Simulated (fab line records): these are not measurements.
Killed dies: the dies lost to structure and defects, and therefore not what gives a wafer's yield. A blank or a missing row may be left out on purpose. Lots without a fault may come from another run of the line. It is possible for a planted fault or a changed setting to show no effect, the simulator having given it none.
Split-lot trial / flow rit_cmos / route with 202 steps; 5 lots, 23 wafers read

ON THE SPLIT
At RIT_NWELL_COAT_01 (resist thk 1300 nm), the setting resist_thk_nm was moved away from the recipe's 1300 nm on 7 of the 23 wafers read, by -3.6% to +2.5%. For the rest of the wafers, this setting stayed at what the recipe calls for.

FROM THE SPLIT TO THE READING: what the file shows between them, 3 steps
- RIT_NWELL_SOFTBAKE_02: time 60 s
- RIT_NWELL_EXPOSE_03: exposes mask M2, target cd 43900 nm
- RIT_NWELL_DEVELOP_05: develop time 68 s

THE READING
NOVOLAK_of_NWELL_COAT_01.thk_nm (the simulator's own value, which no gauge read), in nm, at RIT_NWELL_HARDBAKE_07 (time 120 s). The file gives no usual value for it. Here, 16 wafers ran the recipe; their average is 1136 nm with a standard deviation of 2.6 nm.

wafer=L075.1; tool, chamber at the split=litho_track-04, 0; resist_thk_nm as run, nm=1333; against the recipe=+2.5%; NOVOLAK_of_NWELL_COAT_01.thk_nm, nm=1163; against lot-mates on the recipe=+27
wafer=L075.2; tool, chamber at the split=litho_track-04, 0; resist_thk_nm as run, nm=1333; against the recipe=+2.5%; NOVOLAK_of_NWELL_COAT_01.thk_nm, nm=1163; against lot-mates on the recipe=+27
wafer=L075.3; tool, chamber at the split=litho_track-04, 0; resist_thk_nm as run, nm=1300; against the recipe=recipe; NOVOLAK_of_NWELL_COAT_01.thk_nm, nm=1137; against lot-mates on the recipe=-
wafer=L075.4; tool, chamber at the split=litho_track-04, 0; resist_thk_nm as run, nm=1300; against the recipe=recipe; NOVOLAK_of_NWELL_COAT_01.thk_nm, nm=1135; against lot-mates on the recipe=-
wafer=L075.6; tool, chamber at the split=litho_track-04, 0; resist_thk_nm as run, nm=1300; against the recipe=recipe; NOVOLAK_of_NWELL_COAT_01.thk_nm, nm=1136; against lot-mates on the recipe=-
wafer=L076.1; tool, chamber at the split=litho_track-04, 0; resist_thk_nm as run, nm=1300; against the recipe=recipe; NOVOLAK_of_NWELL_COAT_01.thk_nm, nm=1139; against lot-mates on the recipe=-
wafer=L076.3; tool, chamber at the split=litho_track-04, 0; resist_thk_nm as run, nm=1300; against the recipe=recipe; NOVOLAK_of_NWELL_COAT_01.thk_nm, nm=1139; against lot-mates on the recipe=-
wafer=L076.2; tool, chamber at the split=litho_track-04, 0; resist_thk_nm as run, nm=1300; against the recipe=recipe; NOVOLAK_of_NWELL_COAT_01.thk_nm, nm=1136; against lot-mates on the recipe=-
wafer=L076.4; tool, chamber at the split=litho_track-04, 0; resist_thk_nm as run, nm=1300; against the recipe=recipe; NOVOLAK_of_NWELL_COAT_01.thk_nm, nm=1138; against lot-mates on the recipe=-
wafer=L076.6; tool, chamber at the split=litho_track-04, 0; resist_thk_nm as run, nm=1300; against the recipe=recipe; NOVOLAK_of_NWELL_COAT_01.thk_nm, nm=1137; against lot-mates on the recipe=-
wafer=L079.2; tool, chamber at the split=litho_track-02, 0; resist_thk_nm as run, nm=1300; against the recipe=recipe; NOVOLAK_of_NWELL_COAT_01.thk_nm, nm=1129; against lot-mates on the recipe=-
wafer=L079.3; tool, chamber at the split=litho_track-02, 0; resist_thk_nm as run, nm=1253; against the recipe=-3.6%; NOVOLAK_of_NWELL_COAT_01.thk_nm, nm=1091; against lot-mates on the recipe=-40
wafer=L079.4; tool, chamber at the split=litho_track-02, 0; resist_thk_nm as run, nm=1253; against the recipe=-3.6%; NOVOLAK_of_NWELL_COAT_01.thk_nm, nm=1089; against lot-mates on the recipe=-42
wafer=L079.5; tool, chamber at the split=litho_track-02, 0; resist_thk_nm as run, nm=1253; against the recipe=-3.6%; NOVOLAK_of_NWELL_COAT_01.thk_nm, nm=1090; against lot-mates on the recipe=-40
wafer=L079.6; tool, chamber at the split=litho_track-02, 0; resist_thk_nm as run, nm=1300; against the recipe=recipe; NOVOLAK_of_NWELL_COAT_01.thk_nm, nm=1132; against lot-mates on the recipe=-
wafer=L083.1; tool, chamber at the split=litho_track-04, 0; resist_thk_nm as run, nm=1300; against the recipe=recipe; NOVOLAK_of_NWELL_COAT_01.thk_nm, nm=1137; against lot-mates on the recipe=-
wafer=L083.3; tool, chamber at the split=litho_track-04, 0; resist_thk_nm as run, nm=1333; against the recipe=+2.5%; NOVOLAK_of_NWELL_COAT_01.thk_nm, nm=1162; against lot-mates on the recipe=+26
wafer=L083.5; tool, chamber at the split=litho_track-04, 0; resist_thk_nm as run, nm=1333; against the recipe=+2.5%; NOVOLAK_of_NWELL_COAT_01.thk_nm, nm=1162; against lot-mates on the recipe=+26
wafer=L083.4; tool, chamber at the split=litho_track-04, 0; resist_thk_nm as run, nm=1300; against the recipe=recipe; NOVOLAK_of_NWELL_COAT_01.thk_nm, nm=1136; against lot-mates on the recipe=-
wafer=L083.6; tool, chamber at the split=litho_track-04, 0; resist_thk_nm as run, nm=1300; against the recipe=recipe; NOVOLAK_of_NWELL_COAT_01.thk_nm, nm=1134; against lot-mates on the recipe=-
wafer=L085.1; tool, chamber at the split=litho_track-04, 0; resist_thk_nm as run, nm=1300; against the recipe=recipe; NOVOLAK_of_NWELL_COAT_01.thk_nm, nm=1132; against lot-mates on the recipe=-
wafer=L085.3; tool, chamber at the split=litho_track-04, 0; resist_thk_nm as run, nm=1300; against the recipe=recipe; NOVOLAK_of_NWELL_COAT_01.thk_nm, nm=1137; against lot-mates on the recipe=-
wafer=L085.6; tool, chamber at the split=litho_track-04, 0; resist_thk_nm as run, nm=1300; against the recipe=recipe; NOVOLAK_of_NWELL_COAT_01.thk_nm, nm=1136; against lot-mates on the recipe=-

FIT RESULTS
A straight line over all 23 wafers: NOVOLAK_of_NWELL_COAT_01.thk_nm changes by +11.8 nm for each +1% of resist_thk_nm; r = +0.99; the points scatter about the line by 2.7 nm.
The same after taking each lot's own level away (the mean of its wafers on the recipe; 23 wafers): +10.9 nm for each +1%; r = +1.00; scatter 1.4 nm.
On that fit, the largest move of resist_thk_nm shifts the reading by 39 nm.
The span of the lots' own levels, 1130.5 to 1137.8 nm, comes to 2.8 times the standard deviation stated above.
The two slopes are in agreement: the lot-to-lot level therefore moves the slope only a little.
Check: for one of the wafers moved furthest among these (-3.6%), held out of the fit, the line's prediction against its lot-mates is -39.9 nm. It came out at -39.5 nm against them.

THESE WAFERS: OTHER SPLITS
These wafers also went through other splits before the reading. Each is held against what the fit with the lots' levels taken away leaves over:
other split on the same wafers=RIT_ACTIVE_CVD_03 pressure_mtorr; wafers away from the commonest value=15; r with NOVOLAK_of_NWELL_COAT_01.thk_nm (lot level and that fit taken away)=-0.13
other split on the same wafers=RIT_FOX1_OXIDATION_00 ox_time_s; wafers away from the commonest value=18; r with NOVOLAK_of_NWELL_COAT_01.thk_nm (lot level and that fit taken away)=+0.09

THE WHOLE CHAIN: every reading that the file lists as answering this split, in the file's order
step=RIT_NWELL_COAT_01; what it does=resist thk 1300 nm; reading=NOVOLAK_of_NWELL_COAT_01.thk_nm (the simulator's own value, which no gauge read); change (the file's fit)=+12.7 nm for each +1% of the setting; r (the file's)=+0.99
step=RIT_NWELL_HARDBAKE_07; what it does=time 120 s; reading=NOVOLAK_of_NWELL_COAT_01.thk_nm (the simulator's own value, which no gauge read); change (the file's fit)=+10.9 nm for each +1% of the setting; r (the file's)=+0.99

FILE'S OWN FIT
NOVOLAK_of_NWELL_COAT_01.thk_nm changes by +10.9 nm for each +1% of resist_thk_nm, r = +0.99.
